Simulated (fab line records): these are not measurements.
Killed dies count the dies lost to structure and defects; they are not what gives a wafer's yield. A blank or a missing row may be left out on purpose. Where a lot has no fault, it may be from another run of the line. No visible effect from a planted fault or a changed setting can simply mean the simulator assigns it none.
fab line records -- flow berkeley-cmos170
record: lots: 14, wafers: 42, last-day: 13
route steps=331 shown GATE@141 SDANNEAL@205 M1@247 M3@329
lots that met no fault: from a run of the same line without faults
start-h: the number of hours between the record's first day and the start of the first shown wafer of the lot -- wait-h: how many hours have passed since the lot's step before this one -- " the same as in the row above -- L1.1+2: one row covering several wafers at once -- - value missing, or start not given -- * or withheld: withheld -- < > ~ a bound
route shown NAME@n: NAME is a module with steps in the file, n the number in the route of the first one -- usual: mean/standard deviation taken from wafers without a fault -- same: alike in all rows -- chamber/n: place in a boat -- sites: readings site by site -- _std_site: standard deviation across them -- _edge_site: inner sites' mean taken away from outer sites' mean -- radius-mm: for every site, how far away it sits from the centre of the wafer -- mask NAME#n: copy n -- behind: tool/chamber where the wafer was last shaped -- hold: what put the lot on hold/how long, in hours/how the hold closed -- device: the transistor (n, p or np) that didn't switch -- end of line: tests run on the same wafers once the route is complete -- for a step that has no rows: nothing shown but its recipe -- killed: not the wafer's yield, but the dies lost to structure and defects at the first sort -- map: a wafer's dies, x killed, . not, _ none there
set.NAME: the setting the step ran with; set.NAME@STEP: the setting that earlier step ran with -- model.NAME: the simulator's own value behind a step, which no gauge read
route steps across a sampled set of lots; one table per step, one row per wafer
services: when a tool's chamber went out of use (start-h, in hours from the record's first day, below 0 if earlier), for how many hours, and the reason
== steps ==
step: UCB170_GATE_ETCH_15
recipe: chemistry: HBr/Cl2, target: poly-Si, stop-on: SiO2, over-etch-frac: 0.3, icp-w: 300, bias-w: 150, time-s: 56.3, pressure-mtorr: 15, HBr_flow_sccm: 150, Cl2_flow_sccm: 50, target-depth-a: 2782
usual: bias-w: 150.0/0.45, chamber-pressure-mTorr: 15.000/0.015, drypump-motor-current-A: 5.4/0.48, oes-product-au: 0.830/0.014, throttle-valve-pct: 26.46/0.24
lot.wafer,tool,chamber,start-h,wait-h,bias-w,chamber-pressure-mTorr,drypump-motor-current-A,oes-product-au,rf-hours-counter-h,throttle-valve-pct
L655.3,rie-si-02,2,146.91,-,149.7,14.983,4.9,0.837,85,26.73
L655.4,rie-si-02,0,146.91,-,150.5,14.919,5.3,0.837,114,26.18
L655.6,rie-si-02,0,146.91,-,150.5,14.965,5.3,0.833,-,26.17
L654.2,rie-si-01,3,147.05,-,149.2,14.995,4.7,0.830,115,26.09
L654.5,rie-si-01,1,147.05,-,150.1,14.970,4.9,0.847,-,26.64
L654.6,rie-si-01,2,147.05,-,150.0,15.019,6.0,0.809,-,26.82
L656.3,rie-si-02,3,158.57,-,150.1,14.986,5.5,0.814,2,26.44
L656.4,rie-si-02,0,158.57,-,149.9,15.003,5.3,0.833,114,26.18
L656.6,rie-si-02,0,158.57,-,149.8,15.013,5.3,0.844,-,26.18
L657.1,rie-si-01,3,172.05,-,149.7,14.988,4.6,0.829,115,26.09
L657.2,rie-si-01,1,172.05,-,149.7,14.991,4.9,0.841,1,26.63
L657.4,rie-si-01,2,172.05,-,149.9,14.997,6.0,0.813,97,26.82
L659.1,rie-si-02,0,172.77,-,149.9,15.006,5.3,0.830,114,26.17
L659.5,rie-si-02,2,172.77,-,149.2,15.000,4.9,0.842,-,26.76
L659.6,rie-si-02,3,172.77,-,149.7,15.001,5.5,0.808,-,26.45
L658.2,rie-si-01,3,172.84,-,149.0,15.011,4.7,0.827,115,26.08
L658.4,rie-si-01,1,172.84,-,149.9,15.021,4.9,0.836,1,26.63
L658.5,rie-si-01,0,172.84,-,150.1,14.991,6.0,0.842,-,26.42
L660.1,rie-si-02,0,185.34,-,175.5,15.015,5.3,0.833,114,26.18
L660.4,rie-si-02,1,185.34,-,175.4,15.003,5.7,0.831,15,26.43
L660.5,rie-si-02,3,185.34,-,176.4,15.005,5.5,0.818,-,26.43
L663.2,rie-si-02,1,194.36,-,175.8,15.002,5.7,0.827,15,26.46
L663.3,rie-si-02,3,194.36,-,176.4,14.997,5.5,0.818,2,26.43
L663.6,rie-si-02,0,194.36,-,175.3,14.991,5.3,0.816,-,26.18
L669.2,rie-si-01,2,221.63,-,149.4,15.005,6.0,0.819,98,26.82
L669.3,rie-si-01,1,221.63,-,150.0,15.017,4.9,0.859,1,26.65
L669.5,rie-si-01,1,221.63,-,149.4,14.982,4.9,0.847,-,26.65
L668.3,rie-si-01,3,222.00,-,150.1,14.999,4.7,0.837,0,26.02
L668.4,rie-si-01,1,222.00,-,150.4,15.034,4.9,0.863,1,26.64
L668.6,rie-si-01,3,222.00,-,150.9,14.988,4.6,0.839,-,26.03
L671.1,rie-si-01,2,242.31,-,150.0,15.007,6.0,0.818,98,26.81
L671.2,rie-si-01,0,242.31,-,150.0,15.004,6.0,0.848,37,26.43
L671.4,rie-si-01,3,242.31,-,149.9,14.987,4.7,0.846,0,26.03
L674.1,rie-si-02,0,253.73,-,149.8,14.991,5.3,0.829,0,26.18
L674.3,rie-si-02,2,253.73,-,150.5,15.010,4.9,0.845,86,26.76
L674.4,rie-si-02,1,253.73,-,150.0,15.003,5.6,0.838,16,26.45
L675.3,rie-si-01,1,253.74,-,149.8,15.003,4.9,0.832,1,26.64
L675.4,rie-si-01,0,253.74,-,150.8,14.989,6.0,0.840,37,26.44
L675.6,rie-si-01,3,253.74,-,149.8,15.012,4.7,0.824,-,26.03
L677.1,rie-si-02,2,262.52,-,150.0,15.019,4.9,0.850,86,26.75
L677.3,rie-si-02,3,262.52,-,150.9,14.985,5.5,0.824,2,26.43
L677.4,rie-si-02,1,262.52,-,150.4,14.995,5.7,0.821,16,26.45
step: UCB170_SDANNEAL_RTA_01
recipe: temp-c: 1050, time-s: 5, ambient: N2
usual: lamp-power-pct: 35/4.4, wafer_temp_C_max: 1055.3/1.1
lot.wafer,tool,chamber,start-h,wait-h,lamp-power-pct,wafer_temp_C_max
L655.3,rtp-anneal-01,0,165.62,0.1,31,1056.6
L655.4,rtp-anneal-01,0,165.62,0.1,31,1055.5
L655.6,rtp-anneal-01,0,165.62,0.1,31,1057.1
L654.2,rtp-anneal-01,0,166.21,0.1,31,1055.2
L654.5,rtp-anneal-01,0,166.21,0.1,31,1056.9
L654.6,rtp-anneal-01,0,166.21,0.1,31,1056.6
L656.3,rtp-anneal-02,0,176.58,0.1,39,1054.9
L656.4,rtp-anneal-02,0,176.58,0.1,39,1055.7
L656.6,rtp-anneal-02,0,176.58,0.1,39,1055.3
L657.1,rtp-anneal-01,0,188.51,0.1,31,1055.4
L657.2,rtp-anneal-01,0,188.51,0.1,31,1053.7
L657.4,rtp-anneal-01,0,188.51,0.1,31,1055.7
L659.1,rtp-anneal-02,0,188.72,0.1,39,1056.9
L659.5,rtp-anneal-02,0,188.72,0.1,39,1054.7
L659.6,rtp-anneal-02,0,188.72,0.1,39,1056.6
L658.2,rtp-anneal-01,0,188.73,0.1,31,1055.5
L658.4,rtp-anneal-01,0,188.73,0.1,31,1056.9
L658.5,rtp-anneal-01,0,188.73,0.1,31,1054.1
L660.1,rtp-anneal-01,0,202.63,0.1,31,1056.1
L660.4,rtp-anneal-01,0,202.63,0.1,31,1053.7
L660.5,rtp-anneal-01,0,202.63,0.1,31,1054.0
L663.2,rtp-anneal-01,0,210.63,0.1,31,1053.9
L663.3,rtp-anneal-01,0,210.63,0.1,31,1058.7
L663.6,rtp-anneal-01,0,210.63,0.1,31,1054.2
L669.2,rtp-anneal-02,0,236.55,0.1,39,1056.0
L669.3,rtp-anneal-02,0,236.55,0.1,39,1054.9
L669.5,rtp-anneal-02,0,236.55,0.1,39,1055.8
L668.3,rtp-anneal-01,0,237.13,0.1,31,1054.2
L668.4,rtp-anneal-01,0,237.13,0.1,31,1055.3
L668.6,rtp-anneal-01,0,237.13,0.1,31,1056.6
L671.1,rtp-anneal-02,0,264.34,0.1,39,1053.9
L671.2,rtp-anneal-02,0,264.34,0.1,39,1055.0
L671.4,rtp-anneal-02,0,264.34,0.1,39,1054.9
L675.3,rtp-anneal-02,0,270.15,0.1,39,1055.1
L675.4,rtp-anneal-02,0,270.15,0.1,39,1056.2
L675.6,rtp-anneal-02,0,270.15,0.1,39,1054.0
L674.1,rtp-anneal-01,0,270.27,0.1,31,1054.7
L674.3,rtp-anneal-01,0,270.27,0.1,31,1056.1
L674.4,rtp-anneal-01,0,270.27,0.1,31,1056.2
L677.1,rtp-anneal-02,0,278.10,0.1,39,1053.8
L677.3,rtp-anneal-02,0,278.10,0.1,39,1054.2
L677.4,rtp-anneal-02,0,278.10,0.1,39,1053.6
step: UCB170_M1_CD_MEAS_09
recipe: target-cd-nm: 700
usual: cd-nm: 700.5/1.5
lot.wafer,tool,chamber,start-h,wait-h,cd-nm
L655.3,cd-sem-01,-,173.96,-,701.4
L655.4,cd-sem-01,-,173.96,-,703.6
L655.6,cd-sem-01,-,173.96,-,701.5
L654.2,cd-sem-02,-,174.61,-,700.8
L654.5,cd-sem-02,-,174.61,-,700.9
L654.6,cd-sem-02,-,174.61,-,700.7
L656.3,cd-sem-01,-,183.82,-,699.9
L656.4,cd-sem-01,-,183.82,-,700.0
L656.6,cd-sem-01,-,183.82,-,700.2
L657.1,cd-sem-01,-,195.64,-,698.6
L657.2,cd-sem-01,-,195.64,-,698.8
L657.4,cd-sem-01,-,195.64,-,698.4
L658.2,cd-sem-01,-,196.33,-,700.9
L658.4,cd-sem-01,-,196.33,-,702.7
L658.5,cd-sem-01,-,196.33,-,701.6
L659.1,cd-sem-01,-,196.79,-,699.2
L659.5,cd-sem-01,-,196.79,-,698.9
L659.6,cd-sem-01,-,196.79,-,700.3
L660.1,cd-sem-02,-,210.81,-,702.1
L660.4,cd-sem-02,-,210.81,-,703.4
L660.5,cd-sem-02,-,210.81,-,701.4
L663.2,cd-sem-02,-,217.29,-,700.1
L663.3,cd-sem-02,-,217.29,-,699.5
L663.6,cd-sem-02,-,217.29,-,700.7
L669.2,cd-sem-01,-,247.11,-,699.8
L669.3,cd-sem-01,-,247.11,-,699.1
L669.5,cd-sem-01,-,247.11,-,700.1
L668.3,cd-sem-01,-,249.65,-,700.4
L668.4,cd-sem-01,-,249.65,-,700.1
L668.6,cd-sem-01,-,249.65,-,699.4
L671.1,cd-sem-02,-,273.74,-,699.6
L671.2,cd-sem-02,-,273.74,-,700.6
L671.4,cd-sem-02,-,273.74,-,698.8
L675.3,cd-sem-01,-,281.44,-,698.7
L675.4,cd-sem-01,-,281.44,-,698.7
L675.6,cd-sem-01,-,281.44,-,699.1
L674.1,cd-sem-02,-,281.50,-,698.7
L674.3,cd-sem-02,-,281.50,-,698.2
L674.4,cd-sem-02,-,281.50,-,699.0
L677.1,cd-sem-01,-,288.26,-,700.8
L677.3,cd-sem-01,-,288.26,-,701.6
L677.4,cd-sem-01,-,288.26,-,701.4
step: UCB170_M3_CD_MEAS_90
recipe: target-cd-nm: 700
usual: cd-nm: 700.0/2.8
lot.wafer,tool,chamber,start-h,wait-h,cd-nm
L655.3,cd-sem-01,-,187.37,0.1,700.7
L655.4,cd-sem-01,-,187.37,0.1,703.4
L655.6,cd-sem-01,-,187.37,0.1,701.5
L654.2,cd-sem-01,-,187.96,0.1,699.3
L654.5,cd-sem-01,-,187.96,0.1,699.7
L654.6,cd-sem-01,-,187.96,0.1,701.4
L656.3,cd-sem-01,-,196.47,0.1,704.7
L656.4,cd-sem-01,-,196.47,0.1,703.7
L656.6,cd-sem-01,-,196.47,0.1,703.2
L659.1,cd-sem-02,-,210.19,0.2,694.2
L659.5,cd-sem-02,-,210.19,0.2,696.1
L659.6,cd-sem-02,-,210.19,0.2,700.9
L657.1,cd-sem-01,-,210.21,0.1,701.8
L657.2,cd-sem-01,-,210.21,0.1,703.5
L657.4,cd-sem-01,-,210.21,0.1,697.4
L658.2,cd-sem-01,-,210.79,0.1,703.1
L658.4,cd-sem-01,-,210.79,0.1,699.1
L658.5,cd-sem-01,-,210.79,0.1,700.4
L660.1,cd-sem-02,-,225.13,0.1,695.2
L660.4,cd-sem-02,-,225.13,0.1,702.5
L660.5,cd-sem-02,-,225.13,0.1,698.1
L663.2,cd-sem-02,-,232.46,0.1,697.5
L663.3,cd-sem-02,-,232.46,0.1,696.2
L663.6,cd-sem-02,-,232.46,0.1,699.8
L669.2,cd-sem-02,-,260.65,0.1,698.1
L669.3,cd-sem-02,-,260.65,0.1,699.8
L669.5,cd-sem-02,-,260.65,0.1,697.5
L668.3,cd-sem-01,-,264.33,0.1,692.0
L668.4,cd-sem-01,-,264.33,0.1,699.9
L668.6,cd-sem-01,-,264.33,0.1,698.8
L671.1,cd-sem-02,-,289.02,0.1,704.5
L671.2,cd-sem-02,-,289.02,0.1,700.4
L671.4,cd-sem-02,-,289.02,0.1,703.3
L675.3,cd-sem-02,-,297.44,0.1,698.1
L675.4,cd-sem-02,-,297.44,0.1,698.6
L675.6,cd-sem-02,-,297.44,0.1,697.8
L674.1,cd-sem-02,-,298.66,0.1,698.4
L674.3,cd-sem-02,-,298.66,0.1,697.0
L674.4,cd-sem-02,-,298.66,0.1,699.4
L677.1,cd-sem-02,-,302.45,0.1,699.2
L677.3,cd-sem-02,-,302.45,0.1,702.6
L677.4,cd-sem-02,-,302.45,0.1,702.4
== services ==
tool,chamber,start-h,hours,kind
rie-si-02,1,174.28,3.5,repair
rie-si-01,3,193.53,-,clean
rie-si-01,3,193.53,13.8,scheduled-down
rie-si-01,3,193.53,13.8,vent-cycle
rie-si-02,0,208.94,2.2,repair
rie-si-02,0,211.16,-,clean
rie-si-02,0,211.16,12.5,scheduled-down
rie-si-02,0,211.16,12.5,vent-cycle
rie-si-02,2,220.66,4.8,repair
rie-si-01,-,245.15,2.5,repair
rie-si-01,2,266.20,-,clean
rie-si-01,2,266.20,19.9,scheduled-down
rie-si-01,2,266.20,19.9,vent-cycle
rie-si-01,-,275.50,0.2,repair
== key ==
first-sign: step: UCB170_GATE_ETCH_15, reading: bias-w, direction: up, sigmas: 58, usual: 150.0, struck: 175.8
effect none on later readings
met-at UCB170_GATE_ETCH_15
struck-lots L660,L663
sort-left-out L663.2,L663.3,L663.6
tester-left-out L660,L663
not-acting-at UCB170_SDANNEAL_RTA_01,UCB170_M1_CD_MEAS_09,UCB170_M3_CD_MEAS_90
onset-between 172.77 185.34
fault: kind: process-parameter-drift, tool: rie-si-02, chamber: -, onset-h: 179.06, steps: UCB170_GATE_ETCH_15, channel: bias-w, offset: 25.836, shape: step, end-h: 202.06, stated: 150
tester-left-out: of these lots the tester's yield and bins aren't shown, on N5 and GAA mostly nor the transistor test; their killed dies are dies lost to structure and defects alone, not to doping, threshold or leakage, so they don't give the yield
sort-left-out: the simulated sort isn't trusted on such a fault, so these wafers' sort isn't shown, and their yield isn't known
